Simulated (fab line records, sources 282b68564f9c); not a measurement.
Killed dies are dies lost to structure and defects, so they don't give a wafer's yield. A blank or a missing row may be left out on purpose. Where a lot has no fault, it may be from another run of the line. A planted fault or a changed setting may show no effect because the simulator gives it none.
fab line records	flow ritCmos
record lots=13	wafers=39	lastDay=7
route steps=202 shown PWELL@52 PLDD@123 SPACER@128 NSD@140 M1@202
lots untouched by any fault: they come from a run of this same line in which no faults occurred
startH: start of the lot's first displayed wafer, in hours after the record's first day	waitH: hours since the lot's step before	" unchanged from the row above	L1.1+2: several wafers, shown together as one row	- no value, or no start was given	* or withheld: withheld	< > ~ a bound
route shown NAME@n: NAME is a module with steps in the file, n the number in the route of the first one	usual: the fault-free wafers' mean and standard deviation	same: alike in all rows	chamber/n: place in a boat	sites: readings site by site	_std_site: the standard deviation of these	_edge_site: mean of outer sites minus mean of inner sites	radiusMm: for every site, how far away it sits from the centre of the wafer	mask NAME#n: copy n	behind: the most recent tool/chamber to have shaped the wafer	hold: cause of the lot's hold/its duration in hours/its outcome	device: transistor that didn't switch, given as n, p or np	end of line: tests of these same wafers at the route's end	step lacking rows: just its recipe	killed: at the first sort, the dies lost to defects and structure; wafer yield is something else	map: a wafer's dies, x killed, . not, _ none there
set.NAME: the setting the step ran with; set.NAME@STEP: the setting that earlier step ran with	model.NAME: the simulator's own value behind a step, which no gauge read
the route's steps for a sample of lots (tables are steps, rows are wafers)
services: from which hour (startH, from the record's first day; less than 0 if before it) a tool's chamber was out of use, for how many hours, and why
## steps
# step RIT_WELLDRIVE_RS_MEAS_02
# recipe thkMeasGauge=four-point-probe
# usual PWELL_RS=429.3/1.4
lot.wafer	tool	chamber	startH	waitH	PWELL_RS[ohm/sq]
L547.2	filmMetro-04	-	36.27	0.1	430.0
L547.5	"	-	"	"	430.2
L547.6	"	-	"	"	431.4
L549.4	filmMetro-02	-	55.98	0.1	427.4
L549.5	"	-	"	"	428.2
L549.6	"	-	"	"	427.8
L553.2	filmMetro-04	-	65.79	0.1	429.3
L553.4	"	-	"	"	427.4
L553.6	"	-	"	"	429.0
L552.4	filmMetro-02	-	65.83	0.1	427.4
L552.5	"	-	"	"	429.0
L552.6	"	-	"	"	428.9
L555.1	filmMetro-04	-	81.13	0.1	430.7
L555.3	"	-	"	"	430.8
L555.4	"	-	"	"	429.2
L556.1	filmMetro-02	-	81.13	0.1	430.2
L556.2	"	-	"	"	430.8
L556.5	"	-	"	"	431.5
L554.2	filmMetro-01	-	81.15	0.1	427.4
L554.3	"	-	"	"	428.3
L554.6	"	-	"	"	428.5
L557.1	filmMetro-02	-	98.41	0.1	427.4
L557.2	"	-	"	"	427.3
L557.6	"	-	"	"	427.8
L560.1	filmMetro-04	-	106.68	0.1	431.3
L560.5	"	-	"	"	431.8
L560.6	"	-	"	"	430.8
L561.3	filmMetro-02	-	106.72	0.1	428.1
L561.4	"	-	"	"	428.5
L561.5	"	-	"	"	430.4
L568.1	filmMetro-01	-	135.41	0.1	429.3
L568.3	"	-	"	"	428.7
L568.6	"	-	"	"	426.7
L567.4	filmMetro-04	-	135.47	0.1	430.8
L567.5	"	-	"	"	430.1
L567.6	"	-	"	"	430.2
L569.3	filmMetro-01	-	144.09	0.1	426.8
L569.5	"	-	"	"	427.3
L569.6	"	-	"	"	428.1
# step RIT_PLDD_STRIP_09
# recipe chemistry=O2	timeS=180	resist=NOVOLAK	platenTempC=withheld	powerW=500	pressureMtorr=4000	o2FlowSccm=4000
# usual drypumpMotorCurrentA=5.7/0.49
lot.wafer	tool	chamber	startH	waitH	drypumpMotorCurrentA	rfHoursCounterH
L547.2	plasmaAsher-03	1	61.51	0.1	5.6	34
L547.5	"	0	"	"	5.7	-
L547.6	"	1	"	"	5.6	-
L549.4	plasmaAsher-02	0	86.41	0.1	5.5	-
L549.5	"	1	"	"	6.5	-
L549.6	"	0	"	"	5.5	-
L553.2	plasmaAsher-01	1	93.37	0.1	5.0	30
L553.4	"	0	"	"	6.0	-
L553.6	"	0	"	"	6.0	-
L552.4	plasmaAsher-03	1	96.15	0.1	5.5	-
L552.5	"	0	"	"	5.7	-
L552.6	"	1	"	"	5.5	-
L554.2	plasmaAsher-02	1	101.15	0.1	6.5	47
L554.3	"	1	"	"	6.5	-
L554.6	"	1	"	"	6.5	-
L555.1	plasmaAsher-01	0	106.62	0.1	6.0	31
L555.3	"	1	"	"	5.0	-
L555.4	"	0	"	"	6.0	-
L556.1	plasmaAsher-02	1	106.77	0.1	6.5	47
L556.2	"	0	"	"	5.5	47
L556.5	"	0	"	"	5.5	-
L557.1	plasmaAsher-03	0	121.85	0.1	5.6	41
L557.2	"	1	"	"	5.6	41
L557.6	"	0	"	"	5.7	-
L561.3	plasmaAsher-02	0	131.33	0.1	5.5	-
L561.4	"	1	"	"	6.5	-
L561.5	"	0	"	"	5.5	-
L560.1	plasmaAsher-02	1	133.83	0.1	6.5	2
L560.5	"	1	"	"	6.5	-
L560.6	"	0	"	"	5.5	-
L567.4	plasmaAsher-02	0	153.78	0.1	5.5	-
L567.5	"	1	"	"	6.5	-
L567.6	"	0	"	"	5.5	-
L568.1	plasmaAsher-01	1	153.87	0.1	5.0	38
L568.3	"	0	"	"	6.0	-
L568.6	"	0	"	"	6.0	-
L569.3	plasmaAsher-03	1	161.39	0.1	5.6	-
L569.5	"	0	"	"	5.6	-
L569.6	"	1	"	"	5.5	-
# step RIT_SPACER_CVD_03
# recipe material=Si3N4	targetThkNm=250	tempC=810	precursor=SiH2Cl2/NH3	timeS=3300	pressureMtorr=300	sih2cl2FlowSccm=60	nh3FlowSccm=150
# usual sih2cl2FlowSccm=60.00/0.21	spikeTcCentreC=812.8/1.2	spikeTcLoadC=835.7/1.4	spikeTcSourceC=831.4/2.4
lot.wafer	tool	chamber	startH	waitH	sih2cl2FlowSccm	spikeTcCentreC	spikeTcLoadC	spikeTcSourceC
L547.2	lpcvd-02	0	62.13	0.0	60.32	812.5	835.1	833.5
L547.5	"	0	"	"	60.15	812.8	837.1	832.4
L547.6	"	0	"	"	60.25	812.2	833.4	832.4
L549.4	lpcvd-01	0	86.96	0.0	60.06	813.1	837.5	834.5
L549.5	"	0	"	"	59.93	813.9	838.8	832.2
L549.6	"	0	"	"	59.92	813.1	836.8	834.0
L553.2	lpcvd-02	0	93.97	0.0	59.96	812.7	835.2	834.1
L553.4	"	0	"	"	59.76	813.6	835.9	833.0
L553.6	"	0	"	"	60.11	812.0	835.3	835.2
L552.4	lpcvd-02	0	96.73	0.0	59.84	813.7	836.6	835.2
L552.5	"	0	"	"	59.88	813.6	834.8	831.4
L552.6	"	0	"	"	59.91	811.9	834.8	831.7
L554.2	lpcvd-02	0	101.79	0.0	59.95	813.7	836.6	833.1
L554.3	"	0	"	"	59.73	812.7	833.7	833.1
L554.6	"	0	"	"	59.91	813.4	835.6	834.0
L555.1	lpcvd-02	1	107.23	0.0	60.06	812.0	835.8	828.1
L555.3	"	1	"	"	60.23	814.6	835.3	827.4
L555.4	"	1	"	"	60.44	812.9	834.9	827.3
L556.1	lpcvd-01	1	108.53	1.2	59.72	813.2	833.2	830.5
L556.2	"	1	"	"	59.86	813.5	832.6	830.9
L556.5	"	1	"	"	59.94	814.0	832.9	834.2
L557.1	lpcvd-01	0	122.45	0.0	59.94	814.3	836.5	831.7
L557.2	"	0	"	"	59.68	813.2	836.1	830.6
L557.6	"	0	"	"	59.78	814.1	837.6	831.4
L561.3	lpcvd-01	0	131.89	0.0	60.01	814.5	836.5	832.9
L561.4	"	0	"	"	60.18	813.7	837.5	833.2
L561.5	"	0	"	"	60.38	812.1	837.0	831.2
L560.1	lpcvd-02	1	134.46	0.0	60.32	811.8	834.3	828.0
L560.5	"	1	"	"	60.32	813.9	836.5	827.4
L560.6	"	1	"	"	60.26	812.9	834.7	829.2
L567.4	lpcvd-02	1	154.32	0.0	59.77	811.9	838.3	828.2
L567.5	"	1	"	"	59.86	813.3	836.6	829.4
L567.6	"	1	"	"	59.89	813.6	832.7	829.5
L568.1	lpcvd-01	0	155.71	1.2	60.09	833.4	857.4	853.1
L568.3	"	0	"	"	60.06	833.8	858.8	853.8
L568.6	"	0	"	"	59.95	834.4	857.0	852.9
L569.3	lpcvd-02	0	161.93	0.0	60.49	813.1	837.4	833.9
L569.5	"	0	"	"	60.34	813.0	834.5	834.7
L569.6	"	0	"	"	60.21	811.9	835.1	833.7
# step RIT_SPACER_THK_MEAS_04
# recipe reads=Si3N4_of_SPACER_CVD_03
# usual SPACER_NITRIDE_THK=250.8/2.4
lot.wafer	tool	chamber	startH	waitH	SPACER_NITRIDE_THK[nm]
L547.2	filmMetro-03	-	64.06	0.0	250.3
L547.5	"	-	"	"	250.5
L547.6	"	-	"	"	248.8
L549.4	filmMetro-02	-	88.91	0.0	246.6
L549.5	"	-	"	"	247.8
L549.6	"	-	"	"	249.7
L553.2	filmMetro-03	-	95.89	0.0	252.5
L553.4	"	-	"	"	251.8
L553.6	"	-	"	"	252.6
L552.4	filmMetro-03	-	98.68	0.0	252.5
L552.5	"	-	"	"	251.6
L552.6	"	-	"	"	250.9
L554.2	filmMetro-03	-	103.71	0.0	251.1
L554.3	"	-	"	"	251.0
L554.6	"	-	"	"	251.6
L555.1	filmMetro-04	-	109.14	0.0	251.6
L555.3	"	-	"	"	251.1
L555.4	"	-	"	"	252.6
L556.1	filmMetro-02	-	110.45	0.0	250.9
L556.2	"	-	"	"	251.4
L556.5	"	-	"	"	251.5
L557.1	filmMetro-04	-	124.36	0.0	253.9
L557.2	"	-	"	"	254.2
L557.6	"	-	"	"	254.0
L561.3	filmMetro-02	-	133.82	0.0	251.6
L561.4	"	-	"	"	252.1
L561.5	"	-	"	"	250.1
L560.1	filmMetro-02	-	136.37	0.0	251.8
L560.5	"	-	"	"	253.5
L560.6	"	-	"	"	253.1
L567.4	filmMetro-02	-	156.27	0.0	253.0
L567.5	"	-	"	"	252.1
L567.6	"	-	"	"	251.5
L568.1	filmMetro-03	-	157.62	0.0	354.7
L568.3	"	-	"	"	354.6
L568.6	"	-	"	"	354.1
L569.3	filmMetro-04	-	163.87	0.0	252.7
L569.5	"	-	"	"	252.1
L569.6	"	-	"	"	248.3
# step RIT_SPACER_ETCHBACK_05
# recipe targetDepthA=2500	SF6_flow_sccm=30	CHF3_flow_sccm=30	target=Si3N4	chemistry=SF6/CHF3	pressureMtorr=40	rfW=250	timeS=240	stopOn=SiO2
# usual drypumpMotorCurrentA=5.9/0.38	oesProductAu=0.844/0.013	throttleValvePct=10.29/0.11
lot.wafer	tool	chamber	startH	waitH	drypumpMotorCurrentA	oesProductAu	rfHoursCounterH	throttleValvePct
L547.2	rieDiel-03	1	64.11	0.0	5.5	0.858	145	10.24
L547.5	"	0	"	"	5.8	0.854	-	10.55
L547.6	"	3	"	"	6.5	0.833	-	10.23
L549.4	rieDiel-01	2	88.94	0.0	5.0	0.829	6	10.35
L549.5	"	2	"	"	5.0	0.844	-	10.34
L549.6	"	1	"	"	5.8	0.831	-	10.28
L553.2	rieDiel-02	3	95.94	0.0	5.8	0.839	112	10.16
L553.4	"	2	"	"	6.1	0.851	154	10.16
L553.6	"	3	"	"	5.8	0.833	-	10.15
L552.4	rieDiel-01	2	98.71	0.0	5.0	0.847	7	10.35
L552.5	"	2	"	"	5.0	0.845	-	10.35
L552.6	"	3	"	"	6.3	0.841	-	10.22
L554.2	rieDiel-03	0	103.76	0.0	5.9	0.853	96	10.55
L554.3	"	3	"	"	6.5	0.832	144	10.22
L554.6	"	2	"	"	5.4	0.862	-	10.45
L555.1	rieDiel-02	2	109.20	0.1	6.1	0.852	154	10.16
L555.3	"	3	"	"	5.8	0.834	112	10.16
L555.4	"	0	"	"	5.6	0.849	145	10.29
L556.1	rieDiel-01	1	110.51	0.1	5.8	0.839	47	10.26
L556.2	"	0	"	"	6.4	0.842	67	10.38
L556.5	"	3	"	"	6.3	0.843	-	10.22
L557.1	rieDiel-01	1	124.42	0.1	5.8	0.837	48	10.26
L557.2	"	3	"	"	6.3	0.852	67	10.21
L557.6	"	1	"	"	5.8	0.855	-	10.27
L561.3	rieDiel-02	1	133.86	0.0	6.0	0.858	19	10.31
L561.4	"	0	"	"	5.6	0.847	-	10.29
L561.5	"	3	"	"	5.8	0.828	-	10.14
L560.1	rieDiel-03	3	136.43	0.1	6.5	0.831	144	10.23
L560.5	"	1	"	"	5.5	0.869	-	10.27
L560.6	"	2	"	"	5.4	0.865	-	10.45
L567.4	rieDiel-03	1	156.30	0.0	5.5	0.863	147	10.24
L567.5	"	3	"	"	6.4	0.833	-	10.22
L567.6	"	0	"	"	5.9	0.861	-	10.55
L568.1	rieDiel-02	3	157.68	0.1	5.8	0.976	114	10.21
L568.3	"	1	"	"	6.0	0.983	19	10.35
L568.6	"	3	"	"	5.8	0.980	-	10.21
L569.3	rieDiel-02	2	163.91	0.0	6.1	0.860	1	10.19
L569.5	"	3	"	"	5.8	0.827	-	10.16
L569.6	"	2	"	"	6.2	0.845	-	10.20
# step RIT_NSD_STRIP_09
# recipe chemistry=O2	timeS=180	resist=NOVOLAK	platenTempC=withheld	powerW=500	pressureMtorr=4000	o2FlowSccm=4000
# usual drypumpMotorCurrentA=5.7/0.35
lot.wafer	tool	chamber	startH	waitH	drypumpMotorCurrentA	rfHoursCounterH
L547.2	plasmaAsher-02	0	65.57	0.1	5.5	43
L547.5	"	1	"	"	6.5	-
L547.6	"	0	"	"	5.5	-
L549.4	plasmaAsher-02	1	90.45	0.1	6.5	-
L549.5	"	1	"	"	6.5	-
L549.6	"	0	"	"	5.5	-
L553.2	plasmaAsher-04	1	97.60	0.1	5.8	45
L553.4	"	0	"	"	5.3	-
L553.6	"	0	"	"	5.3	-
L552.4	plasmaAsher-04	0	100.88	0.1	5.3	-
L552.5	"	0	"	"	5.3	-
L552.6	"	1	"	"	5.7	-
L554.2	plasmaAsher-03	0	110.92	0.1	5.6	39
L554.3	"	1	"	"	5.6	-
L554.6	"	1	"	"	5.5	-
L555.1	plasmaAsher-04	1	111.04	0.1	5.7	47
L555.3	"	1	"	"	5.7	-
L555.4	"	0	"	"	5.3	-
L556.1	plasmaAsher-03	1	111.84	0.1	5.6	39
L556.2	"	0	"	"	5.7	39
L556.5	"	1	"	"	5.5	-
L557.1	plasmaAsher-02	1	125.84	0.1	6.5	1
L557.2	"	0	"	"	5.5	1
L557.6	"	0	"	"	5.5	-
L561.3	plasmaAsher-02	1	135.38	0.1	6.5	-
L561.4	"	0	"	"	5.5	-
L561.5	"	1	"	"	6.5	-
L560.1	plasmaAsher-03	1	137.77	0.1	5.6	43
L560.5	"	1	"	"	5.5	-
L560.6	"	0	"	"	5.7	-
L567.4	plasmaAsher-03	0	157.69	0.1	5.7	-
L567.5	"	0	"	"	5.7	-
L567.6	"	1	"	"	5.6	-
L569.3	plasmaAsher-04	1	165.30	0.1	5.7	-
L569.5	"	1	"	"	5.8	-
L569.6	"	0	"	"	5.4	-
# step RIT_M1_PROBE_99
# usual killedAtContacts=0.1/0.25	killedAtFrontEnd=7/3.1	killedDies=7/3.2	killedOnRim=1.9/1.5	killedOpen=3.3/2	killedShort=3.5/2
# same grossDies=264	killed_at_M0_to_M3=0	killed_at_M4_up=0	killedAtBackSide=0	killedAtOther=0
lot.wafer	tool	chamber	startH	waitH	killedAtContacts	killedAtFrontEnd	killedDies	killedOnRim	killedOpen	killedShort
L547.2	prober-02	-	75.66	0.1	0	4	4	0	0	4
L547.5	prober-02	-	75.81	0.2	0	3	3	2	0	3
L547.6	prober-02	-	75.86	0.2	0	7	7	2	3	4
L549.4	prober-02	-	101.97	0.2	0	11	11	3	7	4
L549.5	prober-02	-	102.02	0.2	0	6	6	2	1	5
L549.6	prober-02	-	102.07	0.2	0	4	4	0	3	1
L553.2	prober-01	-	112.76	0.1	0	8	8	0	4	4
L553.4	prober-01	-	112.86	0.2	0	4	4	1	0	4
L553.6	prober-01	-	112.96	0.2	0	6	6	3	5	1
L554.2	prober-01	-	126.81	0.1	0	9	9	4	5	4
L554.3	prober-01	-	126.86	0.2	0	11	11	3	4	7
L554.6	prober-01	-	127.01	0.2	0	8	8	2	5	3
L555.1	prober-01	-	128.26	0.1	0	8	8	1	4	4
L555.3	prober-01	-	128.36	0.2	0	3	3	0	2	1
L555.4	prober-01	-	128.41	0.2	0	9	9	3	4	5
L552.4	prober-02	-	128.41	0.2	0	7	7	2	0	7
L552.5	prober-02	-	128.46	0.2	0	6	6	2	2	4
L552.6	prober-02	-	128.51	0.2	0	3	3	2	2	1
L556.1	prober-02	-	128.56	0.3	0	6	6	2	3	3
L556.2	prober-02	-	128.61	0.3	0	8	8	3	2	6
L556.5	prober-02	-	128.76	0.4	0	17	17	5	7	10
L557.1	prober-01	-	135.94	0.1	1	5	6	1	1	5
L557.2	prober-01	-	135.99	0.1	0	6	6	3	2	4
L557.6	prober-01	-	136.19	0.2	0	5	5	2	1	4
L561.3	prober-02	-	147.27	0.2	0	4	4	2	1	3
L561.4	prober-02	-	147.32	0.2	0	3	3	1	1	2
L561.5	prober-02	-	147.37	0.2	1	4	5	1	2	3
L560.1	prober-01	-	148.67	0.1	0	10	10	2	4	6
L560.5	prober-01	-	148.87	0.2	0	7	7	1	5	2
L560.6	prober-01	-	148.92	0.2	0	7	7	3	2	5
L567.4	prober-01	-	167.49	0.2	0	5	5	2	3	2
L567.5	prober-01	-	167.54	0.2	0	4	4	0	2	2
L567.6	prober-01	-	167.59	0.2	0	5	5	1	3	2
L568.1	prober-02	-	168.84	0.1	0	264	264	70	4	4
L568.3	prober-02	-	168.94	0.2	0	264	264	70	1	3
L568.6	prober-02	-	169.09	0.2	0	264	264	70	2	4
L569.3	prober-01	-	174.80	0.2	0	5	5	0	2	3
L569.5	prober-01	-	174.90	0.2	0	5	5	3	4	1
L569.6	prober-01	-	174.95	0.2	0	6	6	2	3	3
# killed by level:class
L547.2 SPACER:geometricParticle:short=2 SILICIDE:geometricParticle:short=2
L547.5 SILICIDE:geometricParticle:short=2 GATE:geometricParticle:short=1
L547.6 GATE:geometricParticle:short=3 FOX2:geometricParticle:open=2 FOX1:geometricParticle:short=1 SPACER:geometricParticle:open=1
L549.4 FOX1:geometricParticle:open=3 FOX2:geometricParticle:open=2 GATE:geometricParticle:open=2 FOX2:geometricParticle:short=1 GATE:geometricParticle:short=1 REOX:geometricParticle:short=1 SILICIDE:geometricParticle:short=1
L549.5 FOX1:geometricParticle:short=2 GATE:geometricParticle:short=2 REOX:geometricParticle:open=1 SILICIDE:geometricParticle:short=1
L549.6 FOX2:geometricParticle:open=1 FOX2:geometricParticle:short=1 GATE:geometricParticle:open=1 SPACER:geometricParticle:open=1
L553.2 GATE:geometricParticle:open=2 REOX:geometricParticle:short=2 FOX1:geometricParticle:short=1 REOX:geometricParticle:open=1 SPACER:geometricParticle:open=1 SILICIDE:geometricParticle:short=1
L553.4 FOX1:geometricParticle:short=1 REOX:geometricParticle:short=1 SPACER:geometricParticle:short=1 SILICIDE:geometricParticle:short=1
L553.6 FOX2:geometricParticle:open=2 SPACER:geometricParticle:open=2 GATE:geometricParticle:short=1 GATE:geometricParticle:open=1
L554.2 SILICIDE:geometricParticle:open=2 SILICIDE:geometricParticle:short=2 ACTIVE:geometricParticle:open=1 FOX1:geometricParticle:open=1 GATE:geometricParticle:open=1 GATE:geometricParticle:short=1 REOX:geometricParticle:short=1
L554.3 FOX1:geometricParticle:short=4 FOX1:geometricParticle:open=2 SPACER:geometricParticle:short=2 FOX2:geometricParticle:open=1 REOX:geometricParticle:short=1 SPACER:geometricParticle:open=1
L554.6 SILICIDE:geometricParticle:open=3 FOX1:geometricParticle:open=1 FOX1:geometricParticle:short=1 REOX:geometricParticle:open=1 REOX:geometricParticle:short=1 SILICIDE:geometricParticle:short=1
L555.1 FOX1:geometricParticle:short=2 GATE:geometricParticle:open=2 FOX1:geometricParticle:open=1 REOX:geometricParticle:short=1 REOX:geometricParticle:open=1 SILICIDE:geometricParticle:short=1
L555.3 SPACER:geometricParticle:short=1 SPACER:geometricParticle:open=1 SILICIDE:geometricParticle:open=1
L552.4 GATE:geometricParticle:short=2 SILICIDE:geometricParticle:short=2 FOX1:geometricParticle:short=1 FOX2:geometricParticle:short=1 SPACER:geometricParticle:short=1
L555.4 GATE:geometricParticle:short=3 SPACER:geometricParticle:open=2 FOX2:geometricParticle:open=1 GATE:geometricParticle:open=1 REOX:geometricParticle:short=1 SPACER:geometricParticle:short=1
L552.5 GATE:geometricParticle:open=2 SILICIDE:geometricParticle:short=2 FOX1:geometricParticle:short=1 GATE:geometricParticle:short=1
L552.6 GATE:geometricParticle:open=1 REOX:geometricParticle:short=1 REOX:geometricParticle:open=1
L556.1 GATE:geometricParticle:open=2 REOX:geometricParticle:short=2 FOX1:geometricParticle:open=1 GATE:geometricParticle:short=1
L556.2 FOX2:geometricParticle:short=2 GATE:geometricParticle:open=2 FOX1:geometricParticle:short=1 GATE:geometricParticle:short=1 REOX:geometricParticle:short=1 SILICIDE:geometricParticle:short=1
L556.5 SILICIDE:geometricParticle:short=5 GATE:geometricParticle:short=4 GATE:geometricParticle:open=4 SILICIDE:geometricParticle:open=2 FOX1:geometricParticle:short=1 FOX2:geometricParticle:open=1
L557.1 GATE:geometricParticle:short=3 SPACER:geometricParticle:short=2 CONTACT:geometricParticle:open=1
L557.2 GATE:geometricParticle:short=2 GATE:geometricParticle:open=2 FOX2:geometricParticle:short=1 SPACER:geometricParticle:short=1
L557.6 GATE:geometricParticle:short=3 REOX:geometricParticle:short=1 SILICIDE:geometricParticle:open=1
L561.3 SILICIDE:geometricParticle:short=2 GATE:geometricParticle:short=1 SPACER:geometricParticle:open=1
L561.4 FOX1:geometricParticle:open=1 FOX2:geometricParticle:short=1 REOX:geometricParticle:short=1
L561.5 FOX1:geometricParticle:short=1 FOX2:geometricParticle:open=1 GATE:geometricParticle:short=1 SPACER:geometricParticle:short=1 CONTACT:geometricParticle:open=1
L560.1 GATE:geometricParticle:short=3 GATE:geometricParticle:open=3 FOX2:geometricParticle:short=2 FOX1:geometricParticle:open=1 SILICIDE:geometricParticle:short=1
L560.5 GATE:geometricParticle:open=4 ACTIVE:geometricParticle:short=1 FOX1:geometricParticle:open=1 GATE:geometricParticle:short=1
L560.6 FOX1:geometricParticle:short=2 SPACER:geometricParticle:short=2 GATE:geometricParticle:short=1 GATE:geometricParticle:open=1 SPACER:geometricParticle:open=1
L567.4 FOX1:geometricParticle:short=1 FOX1:geometricParticle:open=1 FOX2:geometricParticle:open=1 GATE:geometricParticle:short=1 GATE:geometricParticle:open=1
L567.5 FOX1:geometricParticle:open=1 FOX1:geometricParticle:short=1 GATE:geometricParticle:short=1 REOX:geometricParticle:open=1
L567.6 GATE:geometricParticle:open=2 FOX1:geometricParticle:short=1 GATE:geometricParticle:short=1 SPACER:geometricParticle:open=1
L568.1 SPACER:areaEtchback=256 FOX1:geometricParticle:short=2 GATE:geometricParticle:open=2 FOX1:geometricParticle:open=1 GATE:geometricParticle:short=1 SPACER:geometricParticle:open=1 SILICIDE:geometricParticle:short=1
L568.3 SPACER:areaEtchback=260 SILICIDE:geometricParticle:short=2 REOX:geometricParticle:short=1 SPACER:geometricParticle:open=1
L568.6 SPACER:areaEtchback=258 GATE:geometricParticle:short=2 FOX1:geometricParticle:open=1 FOX2:geometricParticle:open=1 FOX2:geometricParticle:short=1 SILICIDE:geometricParticle:short=1
L569.3 REOX:geometricParticle:short=2 GATE:geometricParticle:short=1 REOX:geometricParticle:open=1 SILICIDE:geometricParticle:open=1
L569.5 SILICIDE:geometricParticle:open=3 FOX1:geometricParticle:open=1 FOX2:geometricParticle:short=1
L569.6 SILICIDE:geometricParticle:open=2 GATE:geometricParticle:open=1 REOX:geometricParticle:short=1 SPACER:geometricParticle:short=1 SILICIDE:geometricParticle:short=1
## services
tool	chamber	startH	hours	kind
lpcvd-02	-	45.82	0.5	repair
rieDiel-03	3	66.73	1.3	repair
plasmaAsher-03	-	67.92	3.8	repair
lpcvd-01	-	76.67	1.4	repair
plasmaAsher-02	-	108.75	9.0	pm
plasmaAsher-02	0	108.75	9.0	ventCycle
plasmaAsher-02	1	108.75	9.0	ventCycle
rieDiel-01	2	109.64	9.8	repair
plasmaAsher-01	-	112.30	2.8	pm
rieDiel-02	2	112.83	11.1	repair
plasmaAsher-02	0	117.75	-	clean
plasmaAsher-02	1	117.75	-	clean
rieDiel-02	2	123.92	-	clean
rieDiel-02	2	123.92	16.1	scheduledDown
rieDiel-02	2	123.92	16.1	ventCycle
plasmaAsher-03	-	130.17	3.4	repair
## key
firstSign step=RIT_SPACER_CVD_03	reading=spikeTcCentreC	direction=up	sigmas=18	usual=812.8	struck=833.9
effect step=RIT_SPACER_CVD_03	reading=spikeTcLoadC	direction=up	sigmas=16	usual=835.7	struck=857.7
effect step=RIT_SPACER_THK_MEAS_04	reading=SPACER_NITRIDE_THK	direction=up	sigmas=44	usual=250.8	struck=354.4
effect step=RIT_SPACER_ETCHBACK_05	reading=oesProductAu	direction=up	sigmas=10	usual=0.844	struck=0.980
effect step=RIT_M1_PROBE_99	reading=killedAtFrontEnd	direction=up	sigmas=82	usual=7	struck=264
moreKillsBornAt RIT_SPACER_ETCHBACK_05@rieDiel-02=774
metAt RIT_SPACER_CVD_03
struckLots L568
struckWafers L568.1,L568.3,L568.6
laterRowsLeftOut L568.1,L568.3,L568.6
testerLeftOut L568
notActingAt RIT_WELLDRIVE_RS_MEAS_02,RIT_PLDD_STRIP_09,RIT_NSD_STRIP_09
onsetBetween 131.89 155.71
fault kind=processParameterDrift	tool=lpcvd-01	chamber=0	onsetH=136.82	steps=RIT_SPACER_CVD_03	channel=tempC	offset=*	shape=step	endH=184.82	actsIn=*	stated=*
# testerLeftOut: of these lots the tester's yield and bins aren't shown, on N5 and GAA mostly nor the transistor test; their killed dies are dies lost to structure and defects alone, not to doping, threshold or leakage, so they don't give the yield
# laterRowsLeftOut: the simulator's readings of these wafers behind a module that went badly wrong aren't trusted and aren't shown, but for the sort
